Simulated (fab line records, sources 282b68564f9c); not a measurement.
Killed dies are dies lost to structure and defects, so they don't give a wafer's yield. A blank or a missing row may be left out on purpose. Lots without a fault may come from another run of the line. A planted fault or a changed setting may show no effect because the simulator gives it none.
Split-lot experiment | flow rit_cmos | 5 lots, 23 wafers read, on a route of 202 steps

THE SPLIT
At RIT_GATE_CVD_08 (deposits poly-Si from SiH4, target thk 250 nm, time 2220 s), the setting time_s was moved away from the recipe's 2220 s on 20 of the 23 wafers read, by -14.0% to +10.6%. The other wafers ran this setting at the recipe's value.

The file shows no step between the split and the reading.

THE READING
GATE_POLY_THK, in nm, at RIT_GATE_THK_MEAS_09. Fault-free wafers of this fab line usually give 250.4 nm, standard deviation 2.5 nm.

wafer  | tool, chamber at the split | time_s as run, s | against the recipe | GATE_POLY_THK, nm | against lot-mates on the recipe
L075.2 | lpcvd-02, 0                | 2220             | recipe             | 249.6             | -
L075.3 | lpcvd-02, 0                | 2220             | recipe             | 250.8             | -
L075.4 | lpcvd-02, 0                | 2220             | recipe             | 250.0             | -
L078.1 | -, -                       | 1909             | -14.0%             | 217.1             | no lot-mate on the recipe
L078.3 | -, -                       | 1909             | -14.0%             | 216.3             | no lot-mate on the recipe
L078.4 | -, -                       | 1909             | -14.0%             | 215.4             | no lot-mate on the recipe
L078.5 | -, -                       | 1909             | -14.0%             | 216.4             | no lot-mate on the recipe
L078.6 | -, -                       | 1909             | -14.0%             | 214.3             | no lot-mate on the recipe
L081.1 | -, -                       | 2043             | -8.0%              | 232.2             | no lot-mate on the recipe
L081.2 | -, -                       | 2043             | -8.0%              | 233.4             | no lot-mate on the recipe
L081.4 | -, -                       | 2043             | -8.0%              | 234.5             | no lot-mate on the recipe
L081.5 | -, -                       | 2043             | -8.0%              | 231.8             | no lot-mate on the recipe
L081.6 | -, -                       | 2043             | -8.0%              | 234.3             | no lot-mate on the recipe
L082.1 | -, -                       | 2455             | +10.6%             | 274.6             | no lot-mate on the recipe
L082.2 | -, -                       | 2455             | +10.6%             | 274.4             | no lot-mate on the recipe
L082.3 | -, -                       | 2455             | +10.6%             | 274.2             | no lot-mate on the recipe
L082.4 | -, -                       | 2455             | +10.6%             | 276.0             | no lot-mate on the recipe
L082.5 | -, -                       | 2455             | +10.6%             | 274.3             | no lot-mate on the recipe
L083.1 | -, -                       | 2039             | -8.2%              | 224.6             | no lot-mate on the recipe
L083.2 | -, -                       | 2039             | -8.2%              | 227.4             | no lot-mate on the recipe
L083.4 | -, -                       | 2039             | -8.2%              | 224.8             | no lot-mate on the recipe
L083.5 | -, -                       | 2039             | -8.2%              | 228.3             | no lot-mate on the recipe
L083.6 | -, -                       | 2039             | -8.2%              | 226.9             | no lot-mate on the recipe

THE FIT
A straight line over all 23 wafers: GATE_POLY_THK changes by +2.4 nm for each +1% of time_s; r = +0.99; the points scatter about the line by 2.5 nm.
Too few moved wafers have a lot-mate on the recipe to fit a line with each lot's own level taken away.

THE WHOLE CHAIN: every reading that the file lists as answering this split, in the file's order
step                 | what it does                                               | reading                                                                        | change (the file's fit)             | r (the file's)
RIT_GATE_CVD_08      | deposits poly-Si from SiH4, target thk 250 nm, time 2220 s | poly-Si_of_GATE_CVD_08.thk_nm (the simulator's own value, which no gauge read) | +2.4 nm for each +1% of the setting | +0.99
RIT_GATE_THK_MEAS_09 |                                                            | GATE_POLY_THK                                                                  | +2.4 for each +1% of the setting    | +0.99

THE FILE'S OWN FIT
GATE_POLY_THK changes by +2.4 nm for each +1% of time_s, r = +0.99.
